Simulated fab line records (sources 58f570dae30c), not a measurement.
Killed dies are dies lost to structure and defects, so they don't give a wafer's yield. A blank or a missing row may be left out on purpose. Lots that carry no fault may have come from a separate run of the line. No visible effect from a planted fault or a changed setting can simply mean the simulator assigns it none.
Lot-split experiment -- flow berkeley cmos170 -- route with 331 steps; 5 lots, 23 wafers read

## ON THE SPLIT
At UCB170_PFIELD_COAT_01 (resist thk 900 nm), the setting spin rpm was moved away from the recipe's 1500 rpm on 6 of the 23 wafers read, by -5.4% to +4.8%. This setting was run at the recipe's value on the other wafers.

Reading taken at the split's own step.

## THE READING
KrF_of_PFIELD_COAT_01.thk nm (the simulator's own value, which no gauge read), in nm, at UCB170_PFIELD_COAT_01 (resist thk 900 nm). The file does not state a usual value for it. Here, 17 wafers ran the recipe; their average is 898.8 nm with a standard deviation of 2.1 nm.

wafer,"tool, chamber at the split","spin rpm as run, rpm",against the recipe,"KrF_of_PFIELD_COAT_01.thk nm, nm",against lot-mates on the recipe
L074.1,"litho track-01, 0",1500,recipe,898,-
L074.2,"litho track-01, 0",1500,recipe,899.1,-
L074.3,"litho track-01, 0",1500,recipe,898.1,-
L076.1,"litho track-01, 0",1500,recipe,902.1,-
L076.2,"litho track-01, 0",1500,recipe,901.1,-
L076.3,"litho track-01, 0",1500,recipe,901,-
L076.4,"litho track-01, 0",1419,-5.4%,924.8,+23.4
L076.5,"litho track-01, 0",1419,-5.4%,925.9,+24.5
L079.1,"litho track-01, 0",1500,recipe,900.7,-
L079.2,"litho track-01, 0",1500,recipe,899.5,-
L079.3,"litho track-01, 0",1500,recipe,902.7,-
L079.4,"litho track-01, 0",1572,+4.8%,879,-22.0
L079.6,"litho track-01, 0",1572,+4.8%,880.1,-20.9
L080.2,"litho track-03, 0",1500,recipe,898.3,-
L080.3,"litho track-03, 0",1500,recipe,896,-
L080.4,"litho track-03, 0",1500,recipe,895.2,-
L080.5,"litho track-03, 0",1500,recipe,897.1,-
L080.6,"litho track-03, 0",1500,recipe,897.8,-
L081.1,"litho track-02, 0",1449,-3.4%,913.5,+15.8
L081.2,"litho track-02, 0",1449,-3.4%,913.9,+16.2
L081.3,"litho track-02, 0",1500,recipe,896.1,-
L081.4,"litho track-02, 0",1500,recipe,897.9,-
L081.5,"litho track-02, 0",1500,recipe,899,-

THE FIT
A straight line over all 23 wafers: KrF_of_PFIELD_COAT_01.thk nm changes by -4.47 nm for each +1% of spin rpm; r = -0.98; the points scatter about the line by 2.1 nm.
The same after taking each lot's own level away (the mean of its wafers on the recipe; 23 wafers): -4.49 nm for each +1%; r = -1.00; scatter 0.98 nm.
According to that fit, moving spin rpm by its largest amount changes the reading by 24 nm.
From 896.88 to 901.40 nm: that is the span of the lots' own levels, equal to 2.2 times the standard deviation above.
The two slopes are in agreement: the lot-to-lot level therefore moves the slope only a little.
Check: +24.6 nm against its lot-mates is what the line predicts for one of the wafers moved furthest among these (-5.4%) when that wafer is left out of the fit. It came out at +23.4 nm against them.

## OTHER SPLITS ON THESE WAFERS
Before the reading, these wafers also passed through other splits. Each is held against what the fit with the lots' levels taken away leaves over:
other split on the same wafers,wafers away from the commonest value,r with KrF_of_PFIELD_COAT_01.thk nm (lot level and that fit taken away)
UCB170_NWELL_OXIDATION_01 temp c,18,+0.10
UCB170_NWELL_COAT_07 resist thk nm,7,-0.42

## THE WHOLE CHAIN: every reading that the file lists as answering this split, in the file's order
step,what it does,reading,change (the file's fit),r (the file's)
UCB170_PFIELD_COAT_01,resist thk 900 nm,"KrF_of_PFIELD_COAT_01.thk nm (the simulator's own value, which no gauge read)",-4.5 nm for each +1% of the setting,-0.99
UCB170_PFIELD_STRIP_08,strips in O2,strip time to endpoint s,withheld for each +1% of the setting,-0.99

## THE FILE'S OWN FIT
KrF_of_PFIELD_COAT_01.thk nm changes by -4.5 nm for each +1% of spin rpm, r = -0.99.
